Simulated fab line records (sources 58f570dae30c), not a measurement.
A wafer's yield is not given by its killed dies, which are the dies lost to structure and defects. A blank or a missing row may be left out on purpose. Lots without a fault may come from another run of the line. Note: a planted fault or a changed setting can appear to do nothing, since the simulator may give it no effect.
Which tool is to blame? + flow berkeley cmos170 + 14 lots, 42 wafers sampled, at 6 steps of a route of 331

## WHAT THE GAUGES READ, wafer by wafer
UCB170_GATE_CD_MEAS_12 targets a cd of 350 nm. Usual: cd nm at 349.5 nm, with a standard deviation of 1.5.
| lot  | measured     | on        | cd nm (nm)        | flag |
|------|--------------|-----------|-------------------|------|
| L160 | day 5 14:47  | cd sem-01 | 349.8 348.1 349.1 |      |
| L161 | day 6 01:38  | cd sem-01 | 348.3 347.1 348.1 |      |
| L164 | day 6 15:46  | cd sem-02 | 345.8 347.8 346.3 |      |
| L165 | day 6 23:18  | cd sem-02 | 350.8 350.3 350.9 |      |
| L168 | day 6 23:26  | cd sem-01 | 349.2 347.7 349.1 |      |
| L166 | day 6 23:30  | cd sem-02 | 348.2 349.2 348.3 |      |
| L169 | day 7 15:53  | cd sem-01 | 347.7 348.4 348.7 |      |
| L171 | day 8 07:33  | cd sem-02 | 350.5 350.6 350.1 |      |
| L173 | day 8 18:10  | cd sem-02 | 349.4 347.9 348.1 |      |
| L177 | day 9 16:40  | cd sem-01 | 348.6 350.0 349.6 |      |
| L176 | day 9 16:56  | cd sem-02 | 350.6 349.4 351.3 |      |
| L178 | day 9 20:49  | cd sem-02 | 351.9 350.9 351.6 |      |
| L180 | day 10 06:13 | cd sem-01 | 350.6 348.7 349.0 |      |
| L181 | day 10 06:19 | cd sem-02 | 351.5 350.3 350.7 |      |

UCB170_SILICIDE_RS_MEAS_02: uses a four-point probe to measure. Usual: SILICIDE_TI_RS gives 26.0 ohm/sq (standard deviation 0.31).
| lot  | measured     | on            | SILICIDE_TI_RS (ohm/sq) | flag |
|------|--------------|---------------|-------------------------|------|
| L160 | day 6 10:47  | film metro-02 | 26.2 25.8 26.1          |      |
| L161 | day 6 16:13  | film metro-02 | 26.4 26.3 26.4          |      |
| L164 | day 7 05:24  | film metro-03 | 25.6 25.7 25.9          |      |
| L165 | day 7 13:50  | film metro-02 | 26.0 26.3 26.1          |      |
| L168 | day 7 14:19  | film metro-03 | 26.2 26.3 26.4          |      |
| L166 | day 7 14:13  | film metro-02 | 26.0 26.3 26.0          |      |
| L169 | day 8 07:29  | film metro-02 | 26.5 26.6 26.2          |      |
| L171 | day 8 22:31  | film metro-03 | 25.4 25.6 25.5          |      |
| L173 | day 9 09:47  | film metro-03 | 26.2 26.2 26.1          |      |
| L177 | day 10 11:34 | film metro-02 | 26.0 25.5 26.0          |      |
| L176 | day 10 08:48 | film metro-02 | 34.0 33.5 33.8          | OFF  |
| L178 | day 10 13:47 | film metro-02 | 33.8 33.7 34.0          | OFF  |
| L180 | day 10 22:45 | film metro-02 | 26.0 26.2 26.7          |      |
| L181 | day 10 23:05 | film metro-01 | 25.5 25.9 25.7          |      |

UCB170_SILICIDE_THK_MEAS_03: measures by xrf. Usual: SILICIDE_TI_THK gives 30.5 nm (standard deviation 0.34).
| lot  | measured     | on            | SILICIDE_TI_THK (nm) | flag |
|------|--------------|---------------|----------------------|------|
| L160 | day 6 10:55  | film metro-02 | 30.6 30.9 30.6       |      |
| L161 | day 6 16:19  | film metro-02 | 30.3 30.4 30.3       |      |
| L164 | day 7 05:31  | film metro-03 | 30.8 30.5 30.5       |      |
| L165 | day 7 13:57  | film metro-02 | 30.7 30.6 30.7       |      |
| L168 | day 7 14:25  | film metro-03 | 30.1 29.9 30.0       |      |
| L166 | day 7 14:20  | film metro-02 | 30.9 30.3 30.6       |      |
| L169 | day 8 07:36  | film metro-02 | 30.1 30.0 30.5       |      |
| L171 | day 8 22:37  | film metro-03 | 31.0 30.7 31.0       |      |
| L173 | day 9 09:54  | film metro-03 | 30.3 30.2 30.2       |      |
| L177 | day 10 11:41 | film metro-02 | 30.6 31.1 30.6       |      |
| L176 | day 10 08:55 | film metro-02 | 28.3 28.6 28.5       | OFF  |
| L178 | day 10 13:54 | film metro-02 | 28.4 28.6 28.4       | OFF  |
| L180 | day 10 22:52 | film metro-02 | 30.5 30.4 29.8       |      |
| L181 | day 10 23:12 | film metro-01 | 31.1 30.7 30.9       |      |

UCB170_CONTACT_CD_MEAS_15 targets a cd of 700 nm. Usual: cd nm at 699.9 nm, with a standard deviation of 1.4.
| lot  | measured     | on        | cd nm (nm)        | flag |
|------|--------------|-----------|-------------------|------|
| L160 | day 6 16:05  | cd sem-02 | 699.7 698.7 698.2 |      |
| L161 | day 6 20:13  | cd sem-02 | 701.6 701.7 701.6 |      |
| L164 | day 7 12:02  | cd sem-02 | 699.7 699.9 700.4 |      |
| L165 | day 7 17:53  | cd sem-02 | 699.3 699.5 699.7 |      |
| L168 | day 7 18:41  | cd sem-01 | 699.3 699.3 700.0 |      |
| L166 | day 7 18:25  | cd sem-02 | 700.6 701.1 700.5 |      |
| L169 | day 8 11:48  | cd sem-01 | 700.2 699.4 700.5 |      |
| L171 | day 9 04:05  | cd sem-01 | 699.5 698.7 699.7 |      |
| L173 | day 9 14:01  | cd sem-01 | 700.7 699.1 700.0 |      |
| L177 | day 10 17:24 | cd sem-01 | 699.5 700.5 700.9 |      |
| L176 | day 10 14:32 | cd sem-01 | 701.0 700.2 701.1 |      |
| L178 | day 10 18:57 | cd sem-01 | 697.7 697.3 697.7 |      |
| L180 | day 11 02:48 | cd sem-02 | 699.0 699.8 698.6 |      |
| L181 | day 11 03:07 | cd sem-02 | 700.6 701.4 701.5 |      |

## WHAT TOOL EACH LOT RAN ON (gives the tool, then ch and the chambers of the sampled wafers, and finally the start)
| lot  | UCB170_SPACER_ETCHBACK_03          | UCB170_SILICIDE_SPUTTER_01   |
|------|------------------------------------|------------------------------|
| L160 | rie diel-02 ch 0,1,2, day 6 01:58  | pvd sputter-01, day 6 10:46  |
| L161 | rie diel-01 ch 0,1,3, day 6 10:23  | pvd sputter-03, day 6 16:10  |
| L164 | rie diel-01 ch 0,1,3, day 6 23:37  | pvd sputter-03, day 7 05:22  |
| L165 | rie diel-02 ch 0,2,3, day 7 08:16  | pvd sputter-04, day 7 13:48  |
| L168 | rie diel-04 ch 0,1,3, day 7 08:16  | pvd sputter-03, day 7 14:15  |
| L166 | rie diel-01 ch 1,2,3, day 7 08:16  | pvd sputter-01, day 7 14:11  |
| L169 | rie diel-01 ch 0,2,3, day 8 01:50  | pvd sputter-03, day 8 07:27  |
| L171 | rie diel-02 ch 0,3, day 8 17:13    | pvd sputter-01, day 8 22:28  |
| L173 | rie diel-04 ch 0,1, day 9 04:44    | pvd sputter-04, day 9 09:44  |
| L177 | rie diel-04 ch 0,1,3, day 10 03:35 | pvd sputter-03, day 10 11:32 |
| L176 | rie diel-01 ch 0,1,2, day 10 03:35 | pvd sputter-04, day 10 08:45 |
| L178 | rie diel-04 ch 0,1, day 10 05:05   | pvd sputter-04, day 10 13:44 |
| L180 | rie diel-01 ch 1,2,3, day 10 15:37 | pvd sputter-03, day 10 22:41 |
| L181 | rie diel-02 ch 0,2,3, day 10 15:37 | pvd sputter-01, day 10 23:02 |
- UCB170_SPACER_ETCHBACK_03: etches SiO2 in CHF3/CF4/Ar, stops on Si, target depth 376 nm, time 100 s.
- UCB170_SILICIDE_SPUTTER_01: material Ti, target thk 30 nm, time 25 s.

## WHAT THE TOOLS THEMSELVES READ (means of the sampled wafers that have a number; where no wafer has one, the mark that the record gives instead)
UCB170_SPACER_ETCHBACK_03. Usual: CHF3_flow_sccm 50.03 sccm, standard deviation 0.15; drypump motor current A 6.1 A, standard deviation 0.43; oes product au 0.895 a.u., standard deviation 0.014; throttle valve pct 6.45 %, standard deviation 0.13.
| lot  | tool        | CHF3_flow_sccm (sccm) | drypump motor current A (A) | oes product au (a.u.) | throttle valve pct (%) | flag |
|------|-------------|-----------------------|-----------------------------|-----------------------|------------------------|------|
| L160 | rie diel-02 | 50.13                 | 6.1                         | 0.897                 | 6.45                   |      |
| L161 | rie diel-01 | 49.98                 | 6.0                         | 0.892                 | 6.52                   |      |
| L164 | rie diel-01 | 50.07                 | 6.0                         | 0.889                 | 6.52                   |      |
| L165 | rie diel-02 | 49.98                 | 6.0                         | 0.897                 | 6.44                   |      |
| L168 | rie diel-04 | 50.01                 | 5.9                         | 0.894                 | 6.50                   |      |
| L166 | rie diel-01 | 50.12                 | 6.3                         | 0.898                 | 6.41                   |      |
| L169 | rie diel-01 | 49.98                 | 6.2                         | 0.895                 | 6.49                   |      |
| L171 | rie diel-02 | 50.12                 | 6.1                         | 0.887                 | 6.31                   |      |
| L173 | rie diel-04 | 49.90                 | 6.3                         | 0.904                 | 6.57                   |      |
| L177 | rie diel-04 | 50.03                 | 5.9                         | 0.918                 | 6.50                   |      |
| L176 | rie diel-01 | 50.01                 | 6.0                         | 0.898                 | 6.47                   |      |
| L178 | rie diel-04 | 49.93                 | 6.3                         | 0.907                 | 6.57                   |      |
| L180 | rie diel-01 | 50.03                 | 6.3                         | 0.904                 | 6.42                   |      |
| L181 | rie diel-02 | 49.89                 | 6.0                         | 0.896                 | 6.44                   |      |

UCB170_SILICIDE_SPUTTER_01. Usual: chamber pressure pa 0.5000 Pa, standard deviation 0.00095; throttle valve pct 29.2 %, standard deviation 1.2.
| lot  | tool           | chamber pressure pa (Pa) | throttle valve pct (%) | flag |
|------|----------------|--------------------------|------------------------|------|
| L160 | pvd sputter-01 | 0.4995                   | 29.9                   |      |
| L161 | pvd sputter-03 | 0.4999                   | 28.1                   |      |
| L164 | pvd sputter-03 | 0.4995                   | 28.4                   |      |
| L165 | pvd sputter-04 | 0.4998                   | 30.1                   |      |
| L168 | pvd sputter-03 | 0.5001                   | 27.5                   |      |
| L166 | pvd sputter-01 | 0.4998                   | 30.0                   |      |
| L169 | pvd sputter-03 | 0.4992                   | 28.0                   |      |
| L171 | pvd sputter-01 | 0.4998                   | 29.8                   |      |
| L173 | pvd sputter-04 | 0.4996                   | 29.9                   |      |
| L177 | pvd sputter-03 | 0.5006                   | 27.6                   |      |
| L176 | pvd sputter-04 | 0.6796                   | 24.4                   | OFF  |
| L178 | pvd sputter-04 | 0.6783                   | 25.5                   | OFF  |
| L180 | pvd sputter-03 | 0.5008                   | 27.7                   |      |
| L181 | pvd sputter-01 | 0.5012                   | 29.5                   |      |

## THE ANSWER, worked out from the rows above alone
Rule: take the mean of a lot's wafers that have a number; if it is more than 3 standard deviations from the usual mean, the lot is off. A lot without any number at a reading at which 4 lots or more have one is off too. The other lots that the step has rows for count as sound. The gauges are gone through in route order, then the tools' own readings, and for those a lot's mean is taken as printed above. At the first step where some lot is off, the reading lying furthest off is the one used; lots without a number count as furthest.
Off: L176, L178, seen at UCB170_SILICIDE_RS_MEAS_02 (SILICIDE_TI_RS).
If a tool, at a process step before that reading, ran all the lots that are off and no sound lot after the first of them, it fits. The gauges at UCB170_SILICIDE_RS_MEAS_02 aren't tried: what is off there is off at UCB170_SILICIDE_SPUTTER_01 too, on other tools, and a gauge's error can't cause that. One fits: UCB170_SILICIDE_SPUTTER_01 on pvd sputter-04. A fault onset in the window from L173 (day 9 09:44, its last sound lot) to L176 (day 10 08:45, its first lot off) fits.
On the lots that are off, the tool's own readings at UCB170_SILICIDE_SPUTTER_01 differ by more than 5 times the standard deviation of the sound lots' means, which bears it out; chamber pressure pa reads 0.6789 Pa there versus 0.5000 Pa on the sound lots.

## WHAT HAD BEEN PUT IN BY THE SIMULATOR
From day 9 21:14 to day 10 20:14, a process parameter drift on pvd sputter-04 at UCB170_SILICIDE_SPUTTER_01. The setting chamber pressure pa was moved by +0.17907, starting from 0.5. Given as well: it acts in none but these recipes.
Lots struck among those shown: L176, L178. The same result came from the rule above.
